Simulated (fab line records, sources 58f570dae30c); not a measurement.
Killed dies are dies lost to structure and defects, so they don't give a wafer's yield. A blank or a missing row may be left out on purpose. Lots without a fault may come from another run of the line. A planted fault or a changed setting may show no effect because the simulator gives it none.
Chamber matching | flow berkeley_cmos170 | UCB170_GATE_ETCH_15 on rie_si-02: 4 sister chambers
The step etches poly-Si in HBr/Cl2, stops on SiO2, time 56.3 s, target depth 278.2 nm. 4 wafers are shown with their chamber, then 6 later ones without.

WAFERS WITH THEIR CHAMBER
wafer  | chamber | drypump_motor_current_A (A)
L116.1 | 1       | 4.7
L116.3 | 2       | 5.9
L119.5 | 3       | 5.0
L119.6 | 0       | 6.5

WAFERS WITHOUT THEIR CHAMBER
wafer  | drypump_motor_current_A (A)
L128.2 | 6.5
L128.4 | 5.8
L128.6 | 4.7
L130.1 | 5.0
L130.2 | 6.5
L130.5 | 5.0

WHICH CHAMBER EACH WENT THROUGH
wafer  | from the rows above | in truth
L128.2 | 0                   | 0
L128.4 | 2                   | 2
L128.6 | 1                   | 1
L130.1 | 3                   | 3
L130.2 | 0                   | 0
L130.5 | 3                   | 3
Placed correctly: 6 of 6. Can't be placed from these rows: 0. Placed wrongly: 0.
How it was worked out, from the rows above alone: a wafer's distance from a chamber is the root of the sum, over the readings, of the square of ((its reading less the chamber's mean) divided by the reading's scatter). The wafer belongs to the nearest chamber; if the next one is less than 2 further off, it can't be placed. A chamber's mean is the mean of its shown wafers. The scatter: with one shown wafer a chamber, the root of the mean of the squares of how far each hidden wafer lies from its nearest shown one.
